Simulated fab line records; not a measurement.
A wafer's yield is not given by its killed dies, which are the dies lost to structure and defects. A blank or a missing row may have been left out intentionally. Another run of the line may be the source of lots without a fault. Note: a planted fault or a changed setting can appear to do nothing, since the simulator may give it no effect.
fab line records	flow rit-cmos
[record] lots = 16	wafers = 48	last-day = 7
route steps=202 shown NRETRO@62 CONTACT@180 M1@190
lots with no fault: from the same line, run without faults
start-h: hours from the record's opening day to when the first of the lot's shown wafers began	wait-h: hours since the lot's step before	" repeats the value in the row above	L1.1+2: several wafers, shown together as one row	- value missing, or start not given	* or withheld: withheld	< > ~ a bound
route shown NAME@n: NAME is a module with steps in the file, n the number in the route of the first one	usual: the fault-free wafers' mean and standard deviation	same: alike in all rows	chamber/n: place in a boat	sites: the reading at each site	_std_site: how widely they spread, as a standard deviation	_edge_site: inner sites' mean taken away from outer sites' mean	radius-mm: how far each site lies from the wafer's centre	mask NAME#n: copy n	behind: the most recent tool/chamber to have shaped the wafer	hold: reason for holding the lot/hours on hold/outcome of the hold	device: the transistor (n, p or np) that didn't switch	end of line: the route-end tests of the same wafers	a step given without rows: its recipe and nothing more	killed: not the wafer's yield, but the dies lost to structure and defects at the first sort	map: a wafer's dies, marking killed ones x, the rest . and places with no die _
set.NAME: setting as actually run; set.NAME@STEP: the setting as run at that earlier step	model.NAME: the simulator's own value behind a step, which no gauge read
a sample of lots followed through the steps of the route, with each step as a table and each wafer as a row
services: from which hour (start-h, from the record's first day; less than 0 if before it) a tool's chamber was out of use, for how many hours, and why
[[steps]]
[step RIT_NRETRO_STRIP_09]
[recipe] chemistry = O2	time-s = 180	resist = NOVOLAK	platen-temp-c = withheld	power-w = 500	pressure-mtorr = 4000	o2-flow-sccm = 4000
[usual] drypump-motor-current-A = 5.90/0.29
lot.wafer	tool	chamber	start-h	wait-h	drypump-motor-current-A	rf-hours-counter-h
L362.1	plasma-asher-04	1	39.47	0.1	5.61	25
L362.4	"	0	"	"	6.27	-
L362.5	"	1	"	"	5.61	-
L365.2	plasma-asher-04	1	55.53	0.1	5.63	26
L365.3	"	0	"	"	6.34	-
L365.6	"	1	"	"	5.62	-
L366.1	plasma-asher-04	1	59.84	0.1	5.56	27
L366.4	"	1	"	"	5.60	-
L366.6	"	1	"	"	5.57	-
L367.1	plasma-asher-02	1	64.93	0.1	5.88	41
L367.3	"	1	"	"	5.90	-
L367.6	"	0	"	"	5.91	-
L368.2	plasma-asher-02	1	71.44	0.1	5.87	42
L368.3	"	0	"	"	5.94	-
L368.5	"	0	"	"	5.93	-
L370.3	plasma-asher-01	1	76.68	0.1	6.08	-
L370.4	"	0	"	"	5.60	-
L370.5	"	0	"	"	5.59	-
L369.2	plasma-asher-02	0	76.77	0.1	5.94	43
L369.4	"	0	"	"	5.92	-
L369.6	"	0	"	"	5.96	-
L371.1	plasma-asher-01	1	84.28	0.1	6.08	40
L371.2	"	0	"	"	5.61	40
L371.3	"	1	"	"	6.08	-
L372.2	plasma-asher-02	1	90.25	0.1	5.85	44
L372.3	"	0	"	"	5.94	-
L372.6	"	1	"	"	5.88	-
L374.2	plasma-asher-04	0	96.88	0.1	6.25	30
L374.3	"	0	"	"	6.25	-
L374.5	"	1	"	"	5.57	-
L375.1	plasma-asher-04	0	102.09	0.1	6.28	31
L375.2	"	1	"	"	5.59	31
L375.3	"	1	"	"	5.57	-
L378.3	plasma-asher-04	1	118.70	0.1	5.60	-
L378.5	"	1	"	"	5.57	-
L378.6	"	0	"	"	6.33	-
L380.1	plasma-asher-04	1	129.77	0.1	5.58	34
L380.2	"	0	"	"	6.27	34
L380.4	"	0	"	"	6.29	-
L381.2	plasma-asher-04	0	134.22	0.1	6.28	35
L381.3	"	1	"	"	5.59	-
L381.5	"	0	"	"	6.25	-
L382.1	plasma-asher-04	0	139.22	0.1	6.26	35
L382.3	"	1	"	"	5.56	-
L382.6	"	0	"	"	6.34	-
L383.3	plasma-asher-01	1	143.78	0.1	6.06	-
L383.5	"	0	"	"	5.58	-
L383.6	"	1	"	"	6.07	-
[step RIT_CONTACT_STRIP_12]
[recipe] chemistry = O2	time-s = 180	resist = NOVOLAK	platen-temp-c = withheld	power-w = 500	pressure-mtorr = 4000	o2-flow-sccm = 4000
[usual] drypump-motor-current-A = 5.92/0.18
lot.wafer	tool	chamber	start-h	wait-h	drypump-motor-current-A	rf-hours-counter-h
L362.1	plasma-asher-02	1	67.54	0.1	5.88	41
L362.4	"	1	"	"	5.85	-
L362.5	"	0	"	"	5.98	-
L365.2	plasma-asher-02	0	80.88	0.1	5.93	43
L365.3	"	0	"	"	5.94	-
L365.6	"	0	"	"	5.93	-
L366.1	plasma-asher-02	0	83.87	0.1	5.93	43
L366.4	"	1	"	"	5.84	-
L366.6	"	1	"	"	5.85	-
L367.1	plasma-asher-02	0	89.71	0.1	5.94	44
L367.3	"	1	"	"	5.86	-
L367.6	"	0	"	"	5.94	-
L368.2	plasma-asher-02	1	95.87	0.1	5.81	45
L368.3	"	1	"	"	5.84	-
L368.5	"	0	"	"	5.93	-
L370.3	plasma-asher-02	0	101.67	0.2	5.93	-
L370.4	"	1	"	"	5.92	-
L370.5	"	1	"	"	5.89	-
L369.2	plasma-asher-02	0	102.47	0.1	5.92	46
L369.4	"	1	"	"	5.86	-
L369.6	"	0	"	"	5.96	-
L371.1	plasma-asher-03	0	110.25	0.1	5.95	50
L371.2	"	1	"	"	6.29	50
L371.3	"	0	"	"	5.94	-
L372.2	plasma-asher-02	1	114.56	0.1	5.87	47
L372.3	"	0	"	"	5.95	-
L372.6	"	0	"	"	5.94	-
L374.2	plasma-asher-01	0	122.27	0.1	5.57	1
L374.3	"	0	"	"	5.58	-
L374.5	"	0	"	"	5.57	-
L375.1	plasma-asher-01	1	128.67	0.1	6.08	1
L375.2	"	0	"	"	5.59	1
L375.3	"	1	"	"	6.07	-
L378.3	plasma-asher-02	0	143.11	0.2	5.91	-
L378.5	"	0	"	"	5.92	-
L378.6	"	1	"	"	5.88	-
L380.1	plasma-asher-01	1	152.77	0.1	6.06	4
L380.2	"	0	"	"	5.56	4
L380.4	"	0	"	"	5.56	-
L381.2	plasma-asher-01	1	159.61	0.1	6.06	5
L381.3	"	1	"	"	6.09	-
L381.5	"	1	"	"	6.07	-
L382.1	plasma-asher-02	0	163.75	0.1	5.94	53
L382.3	"	0	"	"	5.95	-
L382.6	"	1	"	"	5.93	-
L383.3	plasma-asher-02	1	168.10	0.2	5.86	-
L383.5	"	1	"	"	5.88	-
L383.6	"	0	"	"	5.95	-
[step RIT_M1_EXPOSE_06]
[recipe] mask-id = M12	na = 0.6	source-shape = conventional	sigma-outer = 0.5	target-cd-nm = 2600	dose-mj = 250
[usual] exposure-dose-mJ-cm2 = 249.96/0.23
lot.wafer	tool	chamber	start-h	wait-h	mask	exposure-dose-mJ-cm2
L362.1	iline-stepper-01	0	69.23	0.2	M12#0	250.05
L362.4	"	0	"	"	M12#0	250.04
L362.5	"	0	"	"	M12#0	250.20
L365.2	iline-stepper-02	0	82.59	0.2	M12#0	250.09
L365.3	"	0	"	"	M12#0	250.03
L365.6	"	0	"	"	M12#0	250.16
L366.1	iline-stepper-01	0	85.62	0.2	M12#0	250.07
L366.4	"	0	"	"	M12#0	250.06
L366.6	"	0	"	"	M12#0	250.34
L367.1	iline-stepper-01	0	91.28	0.1	M12#0	249.89
L367.3	"	0	"	"	M12#0	249.79
L367.6	"	0	"	"	M12#0	250.04
L368.2	iline-stepper-01	0	97.51	0.1	M12#0	250.40
L368.3	"	0	"	"	M12#0	250.42
L368.5	"	0	"	"	M12#0	250.44
L370.3	iline-stepper-02	0	103.38	0.2	M12#0	249.78
L370.4	"	0	"	"	M12#0	249.66
L370.5	"	0	"	"	M12#0	249.80
L369.2	iline-stepper-01	0	104.29	0.2	M12#0	249.77
L369.4	"	0	"	"	M12#0	249.61
L369.6	"	0	"	"	M12#0	249.16
L371.1	iline-stepper-02	0	111.96	0.2	M12#0	249.80
L371.2	"	0	"	"	M12#0	250.24
L371.3	"	0	"	"	M12#0	250.16
L372.2	iline-stepper-02	0	116.18	0.1	M12#0	249.58
L372.3	"	0	"	"	M12#0	249.82
L372.6	"	0	"	"	M12#0	249.55
L374.2	iline-stepper-01	0	124.02	0.2	M12#0	249.94
L374.3	"	0	"	"	M12#0	249.66
L374.5	"	0	"	"	M12#0	249.75
L375.1	iline-stepper-02	0	130.36	0.2	M12#0	249.95
L375.2	"	0	"	"	M12#0	249.94
L375.3	"	0	"	"	M12#0	250.23
L378.3	iline-stepper-01	0	144.85	0.1	M12#0	250.39
L378.5	"	0	"	"	M12#0	250.36
L378.6	"	0	"	"	M12#0	249.95
L380.1	iline-stepper-02	0	154.36	0.1	M12#0	249.65
L380.2	"	0	"	"	M12#0	249.68
L380.4	"	0	"	"	M12#0	249.88
L381.2	iline-stepper-01	0	161.34	0.2	M12#0	250.09
L381.3	"	0	"	"	M12#0	249.71
L381.5	"	0	"	"	M12#0	250.12
L382.1	iline-stepper-01	0	165.32	0.1	M12#0	249.76
L382.3	"	0	"	"	M12#0	250.15
L382.6	"	0	"	"	M12#0	249.82
L383.3	iline-stepper-01	0	169.65	0.1	M12#0	249.99
L383.5	"	0	"	"	M12#0	250.07
L383.6	"	0	"	"	M12#0	250.19
[step RIT_M1_OVL_MEAS_10]
[usual] M1_OVL = -1.2/1.3
lot.wafer	tool	chamber	start-h	wait-h	M1_OVL[nm]
L362.1	overlay-01	-	69.79	0.1	-3.7
L362.4	"	-	"	"	-2.2
L362.5	"	-	"	"	-1.2
L365.2	overlay-01	-	83.13	0.1	-1.2
L365.3	"	-	"	"	-2.6
L365.6	"	-	"	"	-1.5
L366.1	overlay-02	-	86.21	0.1	-1.7
L366.4	"	-	"	"	-3.1
L366.6	"	-	"	"	-1.3
L367.1	overlay-01	-	91.83	0.1	0.4
L367.3	"	-	"	"	-1.9
L367.6	"	-	"	"	-0.3
L368.2	overlay-02	-	98.13	0.1	-2.2
L368.3	"	-	"	"	-1.8
L368.5	"	-	"	"	-0.8
L370.3	overlay-02	-	103.94	0.1	-0.9
L370.4	"	-	"	"	-1.6
L370.5	"	-	"	"	-1.8
L369.2	overlay-02	-	104.83	0.1	1.2
L369.4	"	-	"	"	0.0
L369.6	"	-	"	"	0.1
L371.1	overlay-01	-	112.51	0.1	-1.3
L371.2	"	-	"	"	-2.1
L371.3	"	-	"	"	-2.5
L372.2	overlay-02	-	116.72	0.1	-3.6
L372.3	"	-	"	"	-1.8
L372.6	"	-	"	"	-2.8
L374.2	overlay-02	-	124.56	0.1	-1.5
L374.3	"	-	"	"	-3.0
L374.5	"	-	"	"	-1.8
L375.1	overlay-01	-	130.91	0.1	-3.4
L375.2	"	-	"	"	-2.0
L375.3	"	-	"	"	-2.2
L378.3	overlay-02	-	145.37	0.1	240.4
L378.5	"	-	"	"	239.7
L378.6	"	-	"	"	239.1
L380.1	overlay-02	-	154.91	0.1	-0.1
L380.2	"	-	"	"	-0.4
L380.4	"	-	"	"	-1.6
L381.2	overlay-02	-	161.88	0.1	238.6
L381.3	"	-	"	"	239.1
L381.5	"	-	"	"	238.8
L382.1	overlay-01	-	165.90	0.1	237.3
L382.3	"	-	"	"	237.9
L382.6	"	-	"	"	238.7
L383.3	overlay-01	-	170.17	0.1	239.6
L383.5	"	-	"	"	238.7
L383.6	"	-	"	"	239.3
[step RIT_M1_STRIP_14]
[recipe] chemistry = O2	time-s = 180	platen-temp-c = withheld	power-w = 500	pressure-mtorr = 4000	o2-flow-sccm = 4000
[usual] drypump-motor-current-A = 5.90/0.24
lot.wafer	tool	chamber	start-h	wait-h	drypump-motor-current-A	rf-hours-counter-h
L362.1	plasma-asher-04	0	70.41	0.0	6.32	28
L362.4	"	0	"	"	6.29	-
L362.5	"	0	"	"	6.29	-
L365.2	plasma-asher-01	0	83.74	0.0	5.56	40
L365.3	"	0	"	"	5.58	-
L365.6	"	0	"	"	5.55	-
L366.1	plasma-asher-02	0	86.84	0.0	6.00	44
L366.4	"	0	"	"	5.97	-
L366.6	"	0	"	"	5.96	-
L367.1	plasma-asher-01	0	92.47	0.0	5.55	41
L367.3	"	0	"	"	5.62	-
L367.6	"	1	"	"	6.04	-
L368.2	plasma-asher-02	0	99.02	0.0	5.93	45
L368.3	"	1	"	"	5.85	-
L368.5	"	1	"	"	5.86	-
L370.3	plasma-asher-01	1	104.63	0.1	6.09	-
L370.4	"	0	"	"	5.55	-
L370.5	"	0	"	"	5.56	-
L369.2	plasma-asher-02	1	105.62	0.0	5.92	46
L369.4	"	1	"	"	5.87	-
L369.6	"	1	"	"	5.91	-
L371.1	plasma-asher-02	0	113.14	0.0	5.98	47
L371.2	"	1	"	"	5.86	47
L371.3	"	1	"	"	5.88	-
L372.2	plasma-asher-02	1	117.50	0.0	5.87	48
L372.3	"	1	"	"	5.87	-
L372.6	"	0	"	"	5.93	-
L374.2	plasma-asher-04	0	125.19	0.0	6.30	34
L374.3	"	1	"	"	5.59	-
L374.5	"	0	"	"	6.28	-
L375.1	plasma-asher-02	1	131.87	0.0	5.86	49
L375.2	"	0	"	"	5.92	49
L375.3	"	1	"	"	5.86	-
L378.3	plasma-asher-04	1	146.06	0.1	5.58	-
L378.5	"	1	"	"	5.60	-
L378.6	"	0	"	"	6.29	-
L380.1	plasma-asher-02	1	155.55	0.0	5.85	52
L380.2	"	0	"	"	5.93	52
L380.4	"	1	"	"	5.86	-
L381.2	plasma-asher-02	1	162.50	0.0	5.89	53
L381.3	"	1	"	"	5.86	-
L381.5	"	1	"	"	5.86	-
L382.1	plasma-asher-04	0	166.53	0.0	6.28	39
L382.3	"	0	"	"	6.31	-
L382.6	"	1	"	"	5.57	-
L383.3	plasma-asher-02	0	170.86	0.1	5.94	-
L383.5	"	1	"	"	5.83	-
L383.6	"	0	"	"	5.97	-
[step RIT_M1_PROBE_99]
[usual] defect-limited-yield = 97.4/1.1	killed-at-contacts = 0.1/0.31	killed-at-front-end = 7/3	killed-dies = 7/3	killed-open = 3.2/1.9	killed-short = 3.6/2.2	sort_bin_3_pad_short = 0.1/0.24	sort_bin_5_function = 1.5/0.78	sort_bin_6_memory = 1.0/0.66	sort-n-pass = 257/3	sort-yield-pct = 97.4/1.1
[same] gross-dies = 264	killed_at_M0_to_M3 = 0	killed_at_M4_up = 0	killed-at-back-side = 0	killed-at-other = 0
lot.wafer	tool	chamber	start-h	wait-h	defect-limited-yield[%]	killed-at-contacts	killed-at-front-end	killed-dies	killed-open	killed-short	sort_bin_3_pad_short[%]	sort_bin_5_function[%]	sort_bin_6_memory[%]	sort-n-pass	sort-yield-pct[%]
L362.1	prober-01	-	72.33	0.1	96.2	0	10	10	1	8	0.4	1.5	1.9	254	96.2
L362.4	prober-01	-	72.48	0.2	98.1	0	5	5	3	1	0.4	1.1	0.4	259	98.1
L362.5	prober-01	-	72.53	0.2	97.7	0	6	6	4	1	0	1.9	0.4	258	97.7
L365.2	prober-02	-	85.71	0.1	97.0	0	8	8	1	5	0	1.1	1.9	256	97.0
L365.3	prober-02	-	85.76	0.2	95.5	0	12	12	6	4	0	2.7	1.9	252	95.5
L365.6	prober-02	-	85.91	0.2	98.5	0	4	4	1	3	0.4	0.4	0.8	260	98.5
L366.1	prober-01	-	88.76	0.1	94.7	0	14	14	9	5	0.8	2.3	2.3	250	94.7
L366.4	prober-01	-	88.91	0.2	98.9	0	3	3	2	1	0	0.8	0.4	261	98.9
L366.6	prober-01	-	89.01	0.2	97.7	0	6	6	5	1	0	1.1	1.1	258	97.7
L367.1	prober-02	-	94.39	0.1	97.3	0	7	7	3	4	0	2.3	0.4	257	97.3
L367.3	prober-02	-	94.49	0.2	96.2	0	10	10	5	5	0	2.3	1.5	254	96.2
L367.6	prober-02	-	94.64	0.2	94.3	0	15	15	10	5	0	3.4	2.3	249	94.3
L368.2	prober-01	-	100.99	0.1	97.0	0	8	8	3	5	0	1.1	1.9	256	97.0
L368.3	prober-01	-	101.04	0.2	98.1	0	5	5	5	0	0	0.8	1.1	259	98.1
L368.5	prober-01	-	101.14	0.2	97.0	0	8	8	4	4	0	2.7	0.4	256	97.0
L370.3	prober-02	-	106.58	0.2	98.5	0	4	4	2	2	0	0	1.5	260	98.5
L370.4	prober-02	-	106.63	0.2	98.1	0	5	5	3	2	0	1.5	0.4	259	98.1
L370.5	prober-02	-	106.68	0.2	97.0	0	8	8	3	5	0	1.5	1.5	256	97.0
L369.2	prober-01	-	108.03	0.1	97.0	0	8	8	4	4	0	1.5	1.5	256	97.0
L369.4	prober-01	-	108.13	0.2	98.5	0	4	4	3	1	0	0.8	0.8	260	98.5
L369.6	prober-01	-	108.23	0.2	99.2	0	2	2	2	0	0	0.4	0.4	262	99.2
L371.1	prober-02	-	115.05	0.1	98.1	0	5	5	2	3	0.4	1.1	0.4	259	98.1
L371.2	prober-02	-	115.10	0.1	97.7	1	5	6	5	1	0	1.5	0.8	258	97.7
L371.3	prober-02	-	115.15	0.2	98.9	0	3	3	1	2	0	1.1	0	261	98.9
L372.2	prober-01	-	119.47	0.1	98.9	0	3	3	2	1	0	1.1	0	261	98.9
L372.3	prober-01	-	119.52	0.2	98.1	0	5	5	2	3	0	1.9	0	259	98.1
L372.6	prober-01	-	119.67	0.2	96.2	0	10	10	4	6	0.4	2.7	0.8	254	96.2
L374.2	prober-01	-	127.16	0.1	96.2	0	10	10	5	5	0	2.3	1.5	254	96.2
L374.3	prober-01	-	127.21	0.2	98.1	1	4	5	4	1	0	0.8	1.1	259	98.1
L374.5	prober-01	-	127.31	0.2	97.7	0	6	6	4	2	0	1.1	1.1	258	97.7
L375.1	prober-02	-	133.79	0.1	97.0	0	8	8	2	6	0	1.9	1.1	256	97.0
L375.2	prober-02	-	133.84	0.1	97.3	0	7	7	3	4	0.8	1.9	0	257	97.3
L375.3	prober-02	-	133.89	0.2	96.2	1	9	10	4	6	0.4	1.1	2.3	254	96.2
L378.3	prober-01	-	148.02	0.2	97.0	0	8	8	3	5	0	1.1	1.9	256	97.0
L378.5	prober-01	-	148.12	0.2	98.9	0	3	3	0	3	0	0.8	0.4	261	98.9
L378.6	prober-01	-	148.17	0.2	96.6	0	9	9	4	5	0.8	1.5	1.1	255	96.6
L380.1	prober-01	-	157.46	0.1	97.0	0	8	8	3	5	0.4	1.1	1.5	256	97.0
L380.2	prober-01	-	157.51	0.1	98.9	0	3	3	2	1	0	1.1	0	261	98.9
L380.4	prober-01	-	157.61	0.2	97.7	0	6	6	6	0	0	1.5	0.8	258	97.7
L381.2	prober-02	-	164.46	0.1	98.9	0	3	3	2	1	0	0	1.1	261	98.9
L381.3	prober-02	-	164.51	0.2	98.1	0	5	5	3	2	0	1.5	0.4	259	98.1
L381.5	prober-02	-	164.61	0.2	98.5	0	4	4	2	2	0	0.4	1.1	260	98.5
L382.1	prober-01	-	168.44	0.1	96.6	1	8	9	3	6	0	2.7	0.8	255	96.6
L382.3	prober-01	-	168.54	0.2	94.3	0	15	15	6	9	0	3.0	2.7	249	94.3
L382.6	prober-01	-	168.69	0.2	97.7	1	5	6	1	5	0	1.9	0.4	258	97.7
L383.3	prober-02	-	172.82	0.2	97.7	0	6	6	2	4	0	0.8	1.5	258	97.7
L383.5	prober-02	-	172.92	0.2	98.1	0	5	5	2	3	0	0.8	1.1	259	98.1
L383.6	prober-02	-	172.97	0.2	98.1	0	5	5	3	2	0	1.5	0.4	259	98.1
// killed by level:class
L362.1 SILICIDE:geometric-particle:short=4 GATE:geometric-particle:short=3 SPACER:geometric-particle:short=1 SILICIDE:geometric-particle:open=1 PWELL:coat-microbubble-printed=1
L362.4 REOX:geometric-particle:open=1 SPACER:geometric-particle:open=1 SILICIDE:geometric-particle:open=1 SILICIDE:geometric-particle:short=1 PSD:coat-microbubble-printed=1
L362.5 SPACER:geometric-particle:open=2 GATE:geometric-particle:open=1 GATE:geometric-particle:short=1 REOX:geometric-particle:open=1 PSD:coat-microbubble-printed=1
L365.2 GATE:geometric-particle:short=2 NWELL:coat-microbubble-printed=2 FOX1:geometric-particle:short=1 FOX2:geometric-particle:short=1 GATE:geometric-particle:open=1 SPACER:geometric-particle:short=1
L365.3 FOX2:geometric-particle:short=2 GATE:geometric-particle:open=2 NWELL:coat-microbubble-printed=2 FOX2:geometric-particle:open=1 GATE:geometric-particle:short=1 REOX:geometric-particle:open=1 SPACER:geometric-particle:short=1 SPACER:geometric-particle:open=1
L365.6 FOX2:geometric-particle:short=1 REOX:geometric-particle:open=1 SPACER:geometric-particle:short=1 SILICIDE:geometric-particle:short=1
L366.1 GATE:geometric-particle:open=5 FOX1:geometric-particle:short=3 FOX1:geometric-particle:open=1 FOX2:geometric-particle:open=1 FOX2:geometric-particle:short=1 REOX:geometric-particle:open=1 SPACER:geometric-particle:short=1 SPACER:geometric-particle:open=1
L366.4 FOX1:geometric-particle:open=1 SPACER:geometric-particle:short=1 SPACER:geometric-particle:open=1
L366.6 FOX1:geometric-particle:open=2 SPACER:geometric-particle:open=2 FOX2:geometric-particle:short=1 GATE:geometric-particle:open=1
L367.1 FOX2:geometric-particle:short=1 FOX2:geometric-particle:open=1 GATE:geometric-particle:short=1 GATE:geometric-particle:open=1 REOX:geometric-particle:short=1 SPACER:geometric-particle:open=1 SILICIDE:geometric-particle:short=1
L367.3 GATE:geometric-particle:short=2 GATE:geometric-particle:open=2 REOX:geometric-particle:short=2 SPACER:geometric-particle:open=2 REOX:geometric-particle:open=1 SPACER:geometric-particle:short=1
L367.6 GATE:geometric-particle:open=6 FOX2:geometric-particle:short=2 REOX:geometric-particle:open=2 FOX1:geometric-particle:short=1 FOX1:geometric-particle:open=1 GATE:geometric-particle:short=1 SPACER:geometric-particle:short=1 SPACER:geometric-particle:open=1
L368.2 FOX1:geometric-particle:open=2 GATE:geometric-particle:short=2 FOX1:geometric-particle:short=1 FOX2:geometric-particle:short=1 REOX:geometric-particle:open=1 SILICIDE:geometric-particle:short=1
L368.3 FOX1:geometric-particle:open=2 FOX2:geometric-particle:open=1 GATE:geometric-particle:open=1 SPACER:geometric-particle:open=1
L368.5 REOX:geometric-particle:short=3 REOX:geometric-particle:open=3 FOX1:geometric-particle:short=1 GATE:geometric-particle:open=1
L370.3 GATE:geometric-particle:short=2 FOX2:geometric-particle:open=1 SPACER:geometric-particle:open=1
L370.4 FOX2:geometric-particle:short=1 GATE:geometric-particle:open=1 GATE:geometric-particle:short=1 REOX:geometric-particle:open=1 SILICIDE:geometric-particle:open=1
L370.5 GATE:geometric-particle:open=3 GATE:geometric-particle:short=3 REOX:geometric-particle:short=1 SILICIDE:geometric-particle:short=1
L369.2 GATE:geometric-particle:open=2 FOX1:geometric-particle:short=1 FOX2:geometric-particle:open=1 GATE:geometric-particle:short=1 REOX:geometric-particle:short=1 SILICIDE:geometric-particle:short=1 SILICIDE:geometric-particle:open=1
L369.4 SILICIDE:geometric-particle:open=2 GATE:geometric-particle:short=1 SPACER:geometric-particle:open=1
L369.6 GATE:geometric-particle:open=2
L371.1 FOX2:geometric-particle:short=3 FOX2:geometric-particle:open=1 GATE:geometric-particle:open=1
L371.2 FOX1:geometric-particle:open=3 GATE:geometric-particle:open=1 SPACER:geometric-particle:short=1 CONTACT:geometric-particle:open=1
L371.3 GATE:geometric-particle:open=1 GATE:geometric-particle:short=1 SPACER:geometric-particle:short=1
L372.2 GATE:geometric-particle:open=1 REOX:geometric-particle:open=1 SPACER:geometric-particle:short=1
L372.3 FOX1:geometric-particle:open=1 FOX2:geometric-particle:short=1 GATE:geometric-particle:short=1 REOX:geometric-particle:short=1 REOX:geometric-particle:open=1
L372.6 REOX:geometric-particle:short=3 SPACER:geometric-particle:short=2 FOX2:geometric-particle:open=1 GATE:geometric-particle:short=1 REOX:geometric-particle:open=1 SPACER:geometric-particle:open=1 SILICIDE:geometric-particle:open=1
L374.2 SILICIDE:geometric-particle:open=3 SILICIDE:geometric-particle:short=2 FOX2:geometric-particle:open=1 FOX2:geometric-particle:short=1 GATE:geometric-particle:short=1 REOX:geometric-particle:open=1 REOX:geometric-particle:short=1
L374.3 GATE:geometric-particle:open=2 REOX:geometric-particle:open=1 SILICIDE:geometric-particle:open=1 CONTACT:geometric-particle:short=1
L374.5 GATE:geometric-particle:open=2 GATE:geometric-particle:short=2 REOX:geometric-particle:open=1 SILICIDE:geometric-particle:open=1
L375.1 GATE:geometric-particle:short=4 GATE:geometric-particle:open=2 SPACER:geometric-particle:short=1 SILICIDE:geometric-particle:short=1
L375.2 SPACER:geometric-particle:short=2 SPACER:geometric-particle:open=2 FOX1:geometric-particle:open=1 FOX2:geometric-particle:short=1 GATE:geometric-particle:short=1
L375.3 REOX:geometric-particle:open=3 FOX1:geometric-particle:short=2 GATE:geometric-particle:open=1 GATE:geometric-particle:short=1 SPACER:geometric-particle:short=1 SILICIDE:geometric-particle:short=1 CONTACT:geometric-particle:short=1
L378.3 GATE:geometric-particle:short=3 FOX1:geometric-particle:open=1 FOX2:geometric-particle:open=1 GATE:geometric-particle:open=1 REOX:geometric-particle:short=1 SILICIDE:geometric-particle:short=1
L378.5 FOX1:geometric-particle:short=1 FOX2:geometric-particle:short=1 REOX:geometric-particle:short=1
L378.6 GATE:geometric-particle:short=3 REOX:geometric-particle:open=2 FOX1:geometric-particle:short=1 FOX2:geometric-particle:open=1 GATE:geometric-particle:open=1 REOX:geometric-particle:short=1
L380.1 GATE:geometric-particle:short=3 FOX1:geometric-particle:short=2 FOX1:geometric-particle:open=2 GATE:geometric-particle:open=1
L380.2 FOX2:geometric-particle:open=1 GATE:geometric-particle:open=1 SILICIDE:geometric-particle:short=1
L380.4 SILICIDE:geometric-particle:open=3 FOX2:geometric-particle:open=2 GATE:geometric-particle:open=1
L381.2 GATE:geometric-particle:open=1 REOX:geometric-particle:short=1 REOX:geometric-particle:open=1
L381.3 FOX1:geometric-particle:open=1 FOX2:geometric-particle:short=1 REOX:geometric-particle:short=1 SPACER:geometric-particle:open=1 SILICIDE:geometric-particle:open=1
L381.5 GATE:geometric-particle:open=1 GATE:geometric-particle:short=1 REOX:geometric-particle:short=1 REOX:geometric-particle:open=1
L382.1 SPACER:geometric-particle:short=3 GATE:geometric-particle:open=2 GATE:geometric-particle:short=1 REOX:geometric-particle:open=1 SILICIDE:geometric-particle:short=1 CONTACT:geometric-particle:short=1
L382.3 GATE:geometric-particle:short=4 GATE:geometric-particle:open=3 SPACER:geometric-particle:open=2 SPACER:geometric-particle:short=2 ACTIVE:geometric-particle:short=1 FOX1:geometric-particle:open=1 FOX2:geometric-particle:short=1 REOX:geometric-particle:short=1
L382.6 GATE:geometric-particle:short=2 SPACER:geometric-particle:short=2 SPACER:geometric-particle:open=1 CONTACT:geometric-particle:short=1
L383.3 FOX1:geometric-particle:short=3 FOX1:geometric-particle:open=1 SPACER:geometric-particle:open=1 SPACER:geometric-particle:short=1
L383.5 GATE:geometric-particle:short=2 GATE:geometric-particle:open=1 SPACER:geometric-particle:open=1 SPACER:geometric-particle:short=1
L383.6 GATE:geometric-particle:open=2 FOX2:geometric-particle:open=1 SPACER:geometric-particle:short=1 SILICIDE:geometric-particle:short=1
[[services]]
tool	chamber	start-h	hours	kind
iline-stepper-01	0	41.05	-	calibration
iline-stepper-01	-	41.45	1.7	pm
iline-stepper-01	-	54.58	11.4	repair
iline-stepper-02	-	77.11	1.7	pm
plasma-asher-04	-	84.26	1.3	repair
plasma-asher-04	-	103.48	2.8	pm
iline-stepper-02	-	106.80	2.1	pm
plasma-asher-01	-	108.75	9.0	pm
plasma-asher-01	0	108.75	9.0	vent-cycle
plasma-asher-01	1	108.75	9.0	vent-cycle
iline-stepper-02	-	108.88	-	consumable-replace:lamp
plasma-asher-01	0	117.75	-	clean
plasma-asher-01	1	117.75	-	clean
iline-stepper-01	-	125.10	6.2	repair
iline-stepper-02	0	128.98	-	calibration
plasma-asher-03	-	147.35	23.8	pm
iline-stepper-01	-	150.53	9.9	repair
plasma-asher-04	-	158.75	0.6	repair
[[key]]
[first-sign] step = RIT_M1_OVL_MEAS_10	reading = M1_OVL	direction = up	sigmas = 99+	usual = -1.2	struck = 238.9
effect none on later readings
met-at RIT_M1_EXPOSE_06
struck-lots L378,L381,L382,L383
not-acting-at RIT_NRETRO_STRIP_09,RIT_CONTACT_STRIP_12,RIT_M1_STRIP_14
onset-between 124.02 144.85
[fault] kind = scanner-matching-overlay	tool = iline-stepper-01	chamber = -	onset-h = 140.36	steps = RIT_M1_EXPOSE_06	offset = 240
